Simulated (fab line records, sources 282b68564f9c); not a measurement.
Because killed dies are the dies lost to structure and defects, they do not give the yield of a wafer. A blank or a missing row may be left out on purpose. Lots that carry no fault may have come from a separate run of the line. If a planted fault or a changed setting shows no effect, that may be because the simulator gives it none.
fab line records ; flow rit_cmos
record lots=13; wafers=39; last_day=7
route steps=202 shown NLDD@106 M1@202
lots untouched by any fault: they come from a run of this same line in which no faults occurred
start_h: hours from the record's first day to the start of the lot's first wafer shown ; wait_h: hours elapsed since this lot's preceding step ; " identical to the entry in the row above ; L1.1+2: a single row standing in for several wafers ; - either no value or no given start ; * or withheld: withheld ; < > ~ a bound
route shown NAME@n: NAME is a module with steps in the file, n the number in the route of the first one ; usual: average and standard deviation across the fault-free wafers ; same: alike in all rows ; chamber/n: place in a boat ; sites: each site's reading ; _std_site: how widely they spread, as a standard deviation ; _edge_site: the outer-site mean with the inner-site mean subtracted ; radius_mm: for every site, how far away it sits from the centre of the wafer ; mask NAME#n: copy n ; behind: the last tool/chamber to shape the wafer ; hold: reason for holding the lot/hours on hold/outcome of the hold ; device: which transistor (n, p or np) failed to switch ; end of line: the route-end tests of the same wafers ; step lacking rows: just its recipe ; killed: dies lost to structure and defects at the first sort, not the wafer's yield ; map: a wafer's dies, x killed, . not, _ none there
set.NAME: the run value of the setting; set.NAME@STEP: its run value at that earlier step ; model.NAME: the simulator's own value behind a step, which no gauge read
a sample of lots followed through the steps of the route, with each step as a table and each wafer as a row
services: a tool's chamber out of use, with start hour (start_h, from the record's first day; less than 0 if before it), hours out, and reason
## steps
# step RIT_NLDD_EXPOSE_03
# recipe mask_id=M7; na=0.57; target_cd_nm=40700; dose_mj=250
lot.wafer;tool;chamber;start_h;wait_h;mask
L991.1+3+6;iline_stepper-01;0;45.24;0.2;M7#0
L992.1+3+6;iline_stepper-02;0;47.67;0.2;M7#0
L993.1+5+6;iline_stepper-01;0;56.29;0.2;M7#0
L994.1+3+4;iline_stepper-02;0;58.28;0.3;M7#0
L996.1+4+5;iline_stepper-01;0;68.11;0.1;M7#0
L997.1+5+6;iline_stepper-01;0;72.43;0.1;M7#0
L998.1+4+5;iline_stepper-02;0;76.53;0.2;M7#0
L101.2+3+6;iline_stepper-02;0;95.13;0.1;M7#0
L102.2+3+5;iline_stepper-01;0;97.32;0.2;M7#0
L104.4+5+6;iline_stepper-01;0;108.43;0.2;M7#0
L106.3+4+5;iline_stepper-01;0;118.96;0.2;M7#0
L111.1+3+6;iline_stepper-02;0;145.39;0.2;M7#0
L114.2+3+6;iline_stepper-02;0;162.21;0.2;M7#0
# step RIT_NLDD_OVL_MEAS_06
# usual NLDD_OVL=-1.1/1.5
lot.wafer;tool;chamber;start_h;wait_h;NLDD_OVL[nm]
L991.1;overlay-02;-;45.64;-;-0.2
L991.3;overlay-02;-;45.64;-;-0.4
L991.6;overlay-02;-;45.64;-;-0.5
L992.1;overlay-01;-;48.07;-;-3.5
L992.3;overlay-01;-;48.07;-;-3.3
L992.6;overlay-01;-;48.07;-;-3.9
L993.1;overlay-02;-;56.69;-;0.0
L993.5;overlay-02;-;56.69;-;-1.5
L993.6;overlay-02;-;56.69;-;-0.1
L994.1;overlay-01;-;58.72;-;-3.5
L994.3;overlay-01;-;58.72;-;-1.9
L994.4;overlay-01;-;58.72;-;-1.7
L996.1;overlay-01;-;68.51;-;-1.6
L996.4;overlay-01;-;68.51;-;-0.3
L996.5;overlay-01;-;68.51;-;-0.3
L997.1;overlay-01;-;72.83;-;7.1
L997.5;overlay-01;-;72.83;-;6.2
L997.6;overlay-01;-;72.83;-;7.3
L998.1;overlay-01;-;76.93;-;-3.4
L998.4;overlay-01;-;76.93;-;-2.7
L998.5;overlay-01;-;76.93;-;-1.5
L101.2;overlay-02;-;95.52;-;-0.4
L101.3;overlay-02;-;95.52;-;0.0
L101.6;overlay-02;-;95.52;-;-1.0
L102.2;overlay-02;-;97.71;-;7.2
L102.3;overlay-02;-;97.71;-;8.4
L102.5;overlay-02;-;97.71;-;7.7
L104.4;overlay-01;-;108.79;-;4.4
L104.5;overlay-01;-;108.79;-;5.4
L104.6;overlay-01;-;108.79;-;4.3
L106.3;overlay-02;-;119.33;-;8.0
L106.4;overlay-02;-;119.33;-;6.6
L106.5;overlay-02;-;119.33;-;6.6
L111.1;overlay-01;-;145.79;-;-3.3
L111.3;overlay-01;-;145.79;-;-2.2
L111.6;overlay-01;-;145.79;-;-2.6
L114.2;overlay-01;-;162.59;-;-1.8
L114.3;overlay-01;-;162.59;-;-2.0
L114.6;overlay-01;-;162.59;-;-3.2
# step RIT_M1_PROBE_99
# usual killed_at_contacts=0.1/0.32; killed_at_front_end=7/3; killed_dies=7/3.1; killed_open=3.3/1.8; killed_short=3.6/2
# same gross_dies=264; killed_at_M0_to_M3=0; killed_at_M4_up=0; killed_at_back_side=0; killed_at_other=0
lot.wafer;tool;chamber;start_h;wait_h;killed_at_contacts;killed_at_front_end;killed_dies;killed_open;killed_short
L106.3;prober-02;-;135.41;0.2;0;11;11;8;3
L106.4;prober-02;-;135.46;0.2;0;6;6;4;2
L106.5;prober-02;-;135.51;0.2;0;3;3;2;1
# killed by level:class
L106.3 SILICIDE:geometric_particle:open=5 SILICIDE:geometric_particle:short=2 FOX1:geometric_particle:open=1 FOX2:geometric_particle:open=1 GATE:geometric_particle:open=1 SPACER:geometric_particle:short=1
L106.4 REOX:geometric_particle:open=2 FOX1:geometric_particle:open=1 FOX1:geometric_particle:short=1 GATE:geometric_particle:short=1 SPACER:geometric_particle:open=1
L106.5 FOX1:geometric_particle:open=1 GATE:geometric_particle:short=1 SPACER:geometric_particle:open=1
## services
tool;chamber;start_h;hours;kind
iline_stepper-01;-;35.95;1.7;pm
iline_stepper-02;0;58.50;-;calibration
iline_stepper-01;-;90.75;4.4;pm
iline_stepper-02;-;97.09;1.7;pm
## key
first_sign step=RIT_NLDD_OVL_MEAS_06; reading=NLDD_OVL; direction=up; sigmas=5.3; usual=-1.1; struck=6.6
effect none on later readings
met_at RIT_NLDD_EXPOSE_03
struck_lots L997,L102,L104,L106
tester_left_out L997,L102,L104,L106
onset_between 68.11 72.43
fault kind=scanner_matching_overlay; tool=iline_stepper-01; chamber=-; onset_h=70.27; steps=RIT_NLDD_EXPOSE_03; offset=6.2516
# tester_left_out: of these lots the tester's yield and bins aren't shown, on N5 and GAA mostly nor the transistor test; their killed dies are dies lost to structure and defects alone, not to doping, threshold or leakage, so they don't give the yield
